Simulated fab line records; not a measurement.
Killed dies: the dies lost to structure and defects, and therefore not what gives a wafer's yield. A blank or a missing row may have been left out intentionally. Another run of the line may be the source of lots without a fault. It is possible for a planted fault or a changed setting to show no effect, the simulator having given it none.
The tool behind it: which one? ; flow berkeley-cmos170 ; 21 wafers from 7 lots sampled at 2 of the route's 331 steps

## WHAT THE GAUGES SHOWED, per wafer
UCB170_PVT_TW_MEAS_09.
lot;measured;on;PVT_TW
L639;day 7 01:24;film-metro-04;505.6 506.4 505.5
L642;day 8 04:34;film-metro-01;510.2 509.3 508.7
L646;day 8 16:58;film-metro-02;506.6 506.3 507.0
L653;day 10 02:41;film-metro-01;507.6 509.0 507.6
L655;day 10 02:50;film-metro-02;511.0 511.7 509.2
L656;day 10 18:23;film-metro-01;508.4 507.3 508.5
L659;day 11 11:23;film-metro-01;503.9 499.3 503.4

## TOOL THAT RAN EACH LOT (tool first, then ch and the chambers of the sampled wafers, then the start)
lot;UCB170_PWELL_PEB_11
L639;litho-track-02 ch 0, day 3 17:42
L642;litho-track-02 ch 0, day 4 19:00
L646;litho-track-02 ch 0, day 5 07:44
L653;litho-track-03 ch 0, day 6 22:40
L655;litho-track-03 ch 0, day 7 05:40
L656;litho-track-02 ch 0, day 7 16:43
L659;litho-track-03 ch 0, day 8 00:18
- UCB170_PWELL_PEB_11

## THE ANSWER, worked out from the rows above alone
Rule: usual is defined by the lots themselves. The widest of any qualifying gaps counts: lots, ordered by their means at a reading, are off when they make up no more than a third of the lots, leave a main group of 4 or more, and stand apart from it by 3 or more times the standard deviation of that group's means. A main group is skipped when, at the precision printed for the reading in the tables above, its means are all equal. Also off: a lot with no number at a reading for which 4 or more lots have one. Where the step has rows for the other lots, those lots are counted as sound.
No lot is off at any reading shown: from this, nothing can be told.

## WHAT WAS PUT IN BY THE SIMULATOR
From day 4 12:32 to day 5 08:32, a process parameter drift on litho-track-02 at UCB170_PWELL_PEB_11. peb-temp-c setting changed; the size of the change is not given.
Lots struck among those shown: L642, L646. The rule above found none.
